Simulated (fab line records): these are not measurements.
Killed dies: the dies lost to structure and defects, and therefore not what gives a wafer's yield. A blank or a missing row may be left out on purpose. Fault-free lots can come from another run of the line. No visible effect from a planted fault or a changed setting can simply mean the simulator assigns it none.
2 desks looking at one fault || flow berkeleyCmos170 || each desk holds nothing but its own numbers, with what lay behind them at the end

== FOR THE TOOL OWNER'S DESK: cmp-01 ==
The tool's own readings at UCB170_V1_CMP_02 (polishes SiO2): means of the sampled wafers that have a number, for each lot that ran on this tool. Marked OUT: a lot whose mean sits more than 4 standard deviations from the usual mean, which makes it out of limits; the brackets give that distance.
Columns: A = motorCurrentA at UCB170_V1_CMP_02, usual 16.9 A
{"lot": "L263", "first seen here": "day 7 22:26", "A": 16.3}
{"lot": "L270", "first seen here": "day 9 17:52", "A": 17.2}
{"lot": "L269", "first seen here": "day 9 20:29", "A": 16.2}
{"lot": "L274", "first seen here": "day 10 04:14", "A": 16.1}
This desk found nothing out of limits on any of the 4 lots.

== AT THE METROLOGY DESK ==
Lot by lot, what the gauges showed, no matter which tool ran the lot: averages of those sampled wafers that carry a number. Marked OUT: a lot whose mean sits more than 4 standard deviations from the usual mean, which makes it out of limits; the brackets give that distance. Readings shown: 7 out of 11 (the first out of limits, and those lying furthest out on some lot).
Columns: A = M1_OVL at UCB170_M1_OVL_MEAS_10, usual 4 nm; B = V1_POLISHED_THK at UCB170_V1_THK_MEAS_04, usual 1000.3 nm; C = cdNm at UCB170_V1_CD_MEAS_12, usual 699.5 nm; D = V1_OVL at UCB170_V1_OVL_MEAS_13, usual 3 nm; E = cdNm at UCB170_V1_CD_MEAS_90, usual 699.5 nm; F = M2_AL_RS at UCB170_M2_RS_MEAS_02, usual 0.0323 ohm/sq; G = M2_AL_THK at UCB170_M2_THK_MEAS_03, usual 912 nm
{"lot": "L263", "first seen here": "day 7 19:00", "A": 14, "B": 999.2, "C": 697.5, "D": 7, "E": 696.9, "F": 0.0322, "G": 907}
{"lot": "L270", "first seen here": "day 9 15:44", "A": -4, "B": 1000.0, "C": 699.9, "D": -4, "E": 700.3, "F": 0.0318, "G": 932}
{"lot": "L269", "first seen here": "day 9 17:26", "A": 9, "B": "918.5 (-68) OUT", "C": 700.2, "D": 0, "E": 700.0, "F": 0.0328, "G": 905}
{"lot": "L274", "first seen here": "day 10 01:32", "A": -2, "B": "834.4 (-99 or more) OUT", "C": 699.1, "D": -1, "E": 698.9, "F": 0.0324, "G": 908}
{"lot": "L278", "first seen here": "day 10 20:28", "A": 3, "B": 1000.2, "C": 700.2, "D": 3, "E": 700.3, "F": 0.0327, "G": 907}
{"lot": "L284", "first seen here": "day 12 16:20", "A": -7, "B": 1000.8, "C": 697.6, "D": 8, "E": 698.0, "F": 0.0325, "G": 908}
Per this desk, out of limits: L269, L274; the first was L269, day 9 20:55 (V1_POLISHED_THK at UCB170_V1_THK_MEAS_04). L263, L270, L278, L284: within limits.

== PUT TOGETHER ==
At day 9 20:55 the metrology desk could have sounded an alarm, on L269, L274.
The tool owner's desk saw nothing out of limits.
The tool owner's desk has L269, L274 on record, within its limits.
UCB170_V1_CMP_02 was run on cmp-01 by each of the lots named.

== WHAT HAD BEEN PUT IN BY THE SIMULATOR ==
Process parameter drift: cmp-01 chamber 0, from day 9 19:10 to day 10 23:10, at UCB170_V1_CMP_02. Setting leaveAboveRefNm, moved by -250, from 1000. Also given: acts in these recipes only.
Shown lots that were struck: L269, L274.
Hours from the fault's start to each desk's first reading out of limits: the metrology desk, 2.
